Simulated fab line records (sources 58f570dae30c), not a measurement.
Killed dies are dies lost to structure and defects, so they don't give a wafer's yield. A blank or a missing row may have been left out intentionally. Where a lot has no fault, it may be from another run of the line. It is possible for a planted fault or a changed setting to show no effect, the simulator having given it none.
Matching of chambers | flow berkeleyCmos170 | 4 sister chambers for UCB170_M3_ETCH_17 on rieDiel-01
The step etches BARC in N2/H2. 8 wafers are shown with their chamber, then 7 later ones without.

== EACH WAFER AND ITS CHAMBER ==
wafer  | chamber | drypumpMotorCurrentA (A) | throttleValvePct (%)
L814.4 | 3       | 5.1                      | 13.14
L815.5 | 1       | 6.0                      | 13.39
L815.6 | 0       | 6.0                      | 13.25
L820.3 | 2       | 6.1                      | 13.12
L820.5 | 0       | 6.0                      | 13.26
L820.6 | 3       | 5.2                      | 13.15
L828.2 | 2       | 6.2                      | 13.13
L828.3 | 1       | 6.0                      | 13.37

== WAFERS WITHOUT THEIR CHAMBER ==
wafer  | drypumpMotorCurrentA (A) | throttleValvePct (%)
L828.5 | 6.0                      | 13.39
L832.1 | 5.2                      | 13.14
L832.4 | 6.1                      | 13.14
L832.6 | 6.0                      | 13.39
L833.1 | 5.1                      | 13.13
L833.3 | 6.1                      | 13.13
L833.5 | 5.2                      | 13.15

== EACH ONE'S CHAMBER ==
wafer  | from the rows above | in truth
L828.5 | 1                   | 1
L832.1 | 3                   | 3
L832.4 | 2                   | 2
L832.6 | 1                   | 1
L833.1 | 3                   | 3
L833.3 | 2                   | 2
L833.5 | 3                   | 3
7 of 7 placed correctly. Left unplaced by these rows: 0. 0 placed wrongly.
How it was worked out, from the rows above alone: a wafer's distance from a chamber is the root of the sum, over the readings, of the square of ((its reading less the chamber's mean) divided by the reading's scatter). The wafer belongs to the nearest chamber; if the next one is less than 2 further off, it can't be placed. Each chamber's mean is taken over the wafers shown for it. How the scatter is found: for the shown wafers, subtract from each reading the mean of its chamber, square and add these, divide the total by (wafers less chambers), then take the root.
